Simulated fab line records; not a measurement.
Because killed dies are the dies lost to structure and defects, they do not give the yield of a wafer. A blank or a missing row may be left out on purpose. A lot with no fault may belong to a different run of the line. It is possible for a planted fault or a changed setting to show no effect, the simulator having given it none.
Lot-split experiment | flow berkeley_cmos170 | 5 lots, 23 wafers read, on a route of 331 steps

== THE SPLIT ITSELF ==
At UCB170_PSD_COAT_01 (resist thk 900 nm), the setting resist_thk_nm was moved away from the recipe's 900 nm on 6 of the 23 wafers read, by -3.5% to -1.7%. The other wafers ran this setting at the recipe's value.

The split's own step is where the reading is taken.

== THE READING ==
KrF_of_PSD_COAT_01.thk_nm (the simulator's own value, which no gauge read), in nm, at UCB170_PSD_COAT_01 (resist thk 900 nm). The file does not state a usual value for it. Average 898.8 nm, standard deviation 2.4 nm, over the 17 wafers here run with the recipe.

wafer  | tool, chamber at the split | resist_thk_nm as run, nm | against the recipe | KrF_of_PSD_COAT_01.thk_nm, nm | against lot-mates on the recipe
L074.2 | litho_track-04, 0          | 869.6                    | -3.4%              | 872.6                         | -29.7
L074.3 | litho_track-04, 0          | 900                      | recipe             | 903.2                         | -
L074.4 | litho_track-04, 0          | 900                      | recipe             | 901                           | -
L074.5 | litho_track-04, 0          | 900                      | recipe             | 902.8                         | -
L074.6 | litho_track-04, 0          | 869.6                    | -3.4%              | 875.5                         | -26.8
L079.1 | litho_track-04, 0          | 900                      | recipe             | 898.2                         | -
L079.2 | litho_track-04, 0          | 900                      | recipe             | 896.2                         | -
L079.3 | litho_track-04, 0          | 868.7                    | -3.5%              | 865.2                         | -32.5
L079.5 | litho_track-04, 0          | 900                      | recipe             | 898.7                         | -
L079.6 | litho_track-04, 0          | 868.7                    | -3.5%              | 865.6                         | -32.1
L080.1 | litho_track-04, 0          | 900                      | recipe             | 897.9                         | -
L080.5 | litho_track-04, 0          | 900                      | recipe             | 899.4                         | -
L080.6 | litho_track-04, 0          | 900                      | recipe             | 899.6                         | -
L082.1 | litho_track-01, 0          | 900                      | recipe             | 894.9                         | -
L082.2 | litho_track-01, 0          | 900                      | recipe             | 895.7                         | -
L082.3 | litho_track-01, 0          | 900                      | recipe             | 898                           | -
L082.5 | litho_track-01, 0          | 900                      | recipe             | 896.7                         | -
L082.6 | litho_track-01, 0          | 900                      | recipe             | 896.8                         | -
L084.1 | litho_track-03, 0          | 900                      | recipe             | 899.1                         | -
L084.2 | litho_track-03, 0          | 884.8                    | -1.7%              | 882.5                         | -17.9
L084.3 | litho_track-03, 0          | 900                      | recipe             | 900.4                         | -
L084.4 | litho_track-03, 0          | 884.8                    | -1.7%              | 884.6                         | -15.8
L084.6 | litho_track-03, 0          | 900                      | recipe             | 901.7                         | -

THE FIT
A straight line over all 23 wafers: KrF_of_PSD_COAT_01.thk_nm changes by +8.56 nm for each +1% of resist_thk_nm; r = +0.97; the points scatter about the line by 2.8 nm.
The same after taking each lot's own level away (the mean of its wafers on the recipe; 23 wafers): +8.94 nm for each +1%; r = +0.99; scatter 1.4 nm.
The reading moves by 31 nm for the largest change in resist_thk_nm, on that fit.
Across the lots, their own levels run from 896.42 to 902.33 nm, a range of 2.5 times the standard deviation given above.
Consequently the slope shifts little with the lot-to-lot level, the two slopes agreeing.
Check: with one of the wafers moved furthest among these (-3.5%) left out of the fit, the line predicts -30.8 nm for it against its lot-mates. It came out at -32.5 nm against them.

== THE OTHER SPLITS THESE WAFERS WENT THROUGH ==
Note: prior to the reading, these wafers also went through further splits. Each is held against what the fit with the lots' levels taken away leaves over:
other split on the same wafers   | wafers away from the commonest value | r with KrF_of_PSD_COAT_01.thk_nm (lot level and that fit taken away)
UCB170_PVT_IMPLANT_07 energy_kev | 11                                   | -0.19
UCB170_GATE_PEB_10 peb_temp_c    | 8                                    | -0.43

== THE WHOLE CHAIN: every reading that the file lists as answering this split, in the file's order ==
step                | what it does      | reading                                                                    | change (the file's fit)              | r (the file's)
UCB170_PSD_COAT_01  | resist thk 900 nm | KrF_of_PSD_COAT_01.thk_nm (the simulator's own value, which no gauge read) | +8.97 nm for each +1% of the setting | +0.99
UCB170_PSD_STRIP_09 | strips in O2      | strip_time_to_endpoint_s                                                   | withheld for each +1% of the setting | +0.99

== THE FILE'S OWN FIT ==
KrF_of_PSD_COAT_01.thk_nm changes by +8.97 nm for each +1% of resist_thk_nm, r = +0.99.
